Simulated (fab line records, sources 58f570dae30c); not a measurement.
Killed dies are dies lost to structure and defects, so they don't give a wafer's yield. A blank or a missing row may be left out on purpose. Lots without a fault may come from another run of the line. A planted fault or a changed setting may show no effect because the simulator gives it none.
Split-lot experiment | flow berkeley_cmos170 | 5 lots, 23 wafers read, on a route of 331 steps

THE SPLIT
At UCB170_M2_EXPOSE_12 (exposes mask METAL2, target cd 700 nm), the setting dose_mj was moved away from the recipe's 26 on 8 of the 23 wafers read, by -6.8% to +5.7%. The other wafers ran this setting at the recipe's value.

FROM THE SPLIT TO THE READING: what the file shows between them, 6 steps
- UCB170_M2_PEB_13
- UCB170_M2_DEVELOP_14: develop time 45 s
- UCB170_M2_CD_MEAS_15: target cd 700 nm
- UCB170_M2_ETCH_17: etches BARC in N2/H2
- UCB170_M2_METAL_ETCH_18: etches Al in Cl2/BCl3, stops on SiO2, target depth 1170 nm, time 195 s
- UCB170_M2_STRIP_19: strips in O2

THE READING
cd_nm, in nm, at UCB170_M2_CD_MEAS_90 (target cd 700 nm). Fault-free wafers of this fab line usually give 699 nm, standard deviation 3 nm.

wafer  | tool, chamber at the split | dose_mj as run | against the recipe | cd_nm, nm | against lot-mates on the recipe
L074.1 | krf_scanner-02, 0          | 26             | recipe             | 693       | -
L074.2 | krf_scanner-02, 0          | 26             | recipe             | 700       | -
L074.3 | krf_scanner-02, 0          | 26             | recipe             | 694       | -
L074.5 | krf_scanner-02, 0          | 26             | recipe             | 695       | -
L074.6 | krf_scanner-02, 0          | 26             | recipe             | 694       | -
L077.1 | krf_scanner-02, 0          | 25.45          | -2.1%              | 706       | +6
L077.2 | krf_scanner-02, 0          | 25.45          | -2.1%              | 704       | +4
L077.3 | krf_scanner-02, 0          | 25.45          | -2.1%              | 708       | +8
L077.4 | krf_scanner-02, 0          | 26             | recipe             | 700       | -
L077.5 | krf_scanner-02, 0          | 26             | recipe             | 701       | -
L078.1 | krf_scanner-01, 0          | 26             | recipe             | 699       | -
L078.2 | krf_scanner-01, 0          | 26             | recipe             | 700       | -
L078.4 | krf_scanner-01, 0          | 26             | recipe             | 697       | -
L078.5 | krf_scanner-01, 0          | 24.23          | -6.8%              | 708       | +9
L078.6 | krf_scanner-01, 0          | 24.23          | -6.8%              | 712       | +13
L080.2 | krf_scanner-02, 0          | 27.47          | +5.7%              | 690       | -12
L080.3 | krf_scanner-02, 0          | 27.47          | +5.7%              | 691       | -10
L080.4 | krf_scanner-02, 0          | 27.47          | +5.7%              | 696       | -6
L080.5 | krf_scanner-02, 0          | 26             | recipe             | 703       | -
L080.6 | krf_scanner-02, 0          | 26             | recipe             | 700       | -
L084.2 | krf_scanner-02, 0          | 26             | recipe             | 697       | -
L084.4 | krf_scanner-02, 0          | 26             | recipe             | 700       | -
L084.5 | krf_scanner-02, 0          | 26             | recipe             | 697       | -

THE FIT
A straight line over all 23 wafers: cd_nm changes by -1.52 nm for each +1% of dose_mj; r = -0.82; the points scatter about the line by 3.3 nm.
The same after taking each lot's own level away (the mean of its wafers on the recipe; 23 wafers): -1.7 nm for each +1%; r = -0.93; scatter 2.1 nm.
On that fit, the largest move of dose_mj shifts the reading by 12 nm.
The lots' own levels span 695.2 to 701.5 nm, that is 2.1 times the standard deviation above.
So the lot-to-lot level changes the slope: the two fits differ.
Check: with one of the wafers moved furthest among these (-6.8%) left out of the fit, the line predicts +12.8 nm for it against its lot-mates. It came out at +9.33 nm against them.

THE WHOLE CHAIN: every reading that the file lists as answering this split, in the file's order
step                 | what it does         | reading                                                   | change (the file's fit)              | r (the file's)
UCB170_M2_CD_MEAS_15 | target cd 700 nm     | cd_nm                                                     | -1.75 nm for each +1% of the setting | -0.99
UCB170_M2_ETCH_17    | etches BARC in N2/H2 | M2.cd_nm (the simulator's own value, which no gauge read) | -1.73 nm for each +1% of the setting | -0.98
UCB170_M2_CD_MEAS_90 | target cd 700 nm     | cd_nm                                                     | -1.67 nm for each +1% of the setting | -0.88

THE FILE'S OWN FIT
cd_nm changes by -1.67 nm for each +1% of dose_mj, r = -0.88.
